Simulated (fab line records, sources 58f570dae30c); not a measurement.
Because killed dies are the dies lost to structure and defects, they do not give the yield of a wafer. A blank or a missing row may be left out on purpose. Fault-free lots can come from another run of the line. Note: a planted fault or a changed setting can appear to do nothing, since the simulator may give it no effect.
What tool caused it? || flow berkeley_cmos170 || 7 lots, 21 wafers sampled, at 1 step of a route of 331

## WHAT THE GAUGES READ, wafer by wafer
UCB170_ACTIVE_CD_MEAS_13: the cd target is 1200 nm.
{"lot": "L768", "measured": "day 4 14:11", "on": "cd_sem-01", "cd_nm (nm)": "1198.5 1200.3 1199.7"}
{"lot": "L770", "measured": "day 5 07:59", "on": "cd_sem-02", "cd_nm (nm)": "1201.9 1202.4 1201.1"}
{"lot": "L773", "measured": "day 6 05:57", "on": "cd_sem-02", "cd_nm (nm)": "1199.5 1201.4 1200.3"}
{"lot": "L778", "measured": "day 7 03:10", "on": "cd_sem-02", "cd_nm (nm)": "1201.4 1201.6 1201.0"}
{"lot": "L781", "measured": "day 8 08:32", "on": "cd_sem-01", "cd_nm (nm)": "1199.1 1200.8 1198.9"}
{"lot": "L782", "measured": "day 8 10:32", "on": "cd_sem-02", "cd_nm (nm)": "1199.7 1198.9 1202.3"}
{"lot": "L787", "measured": "day 9 09:01", "on": "cd_sem-01", "cd_nm (nm)": "1199.3 1199.0 1198.9"}

## WHICH TOOL RAN EACH LOT (tool, then ch and the chambers of the sampled wafers, then the start)
There is no process step in the record ahead of these readings.

## THE ANSWER, worked out from the rows above alone
Rule: usual is defined by the lots themselves. The widest of any qualifying gaps counts: lots, ordered by their means at a reading, are off when they make up no more than a third of the lots, leave a main group of 4 or more, and stand apart from it by 3 or more times the standard deviation of that group's means. A main group whose means are all the same, to the digits that the tables above print for the reading, isn't used. Also off: a lot with no number at a reading for which 4 or more lots have one. The other lots that the step has rows for count as sound.
None of the lots is off at any reading shown; this tells nothing.

## WHAT THE SIMULATOR HAD PUT IN
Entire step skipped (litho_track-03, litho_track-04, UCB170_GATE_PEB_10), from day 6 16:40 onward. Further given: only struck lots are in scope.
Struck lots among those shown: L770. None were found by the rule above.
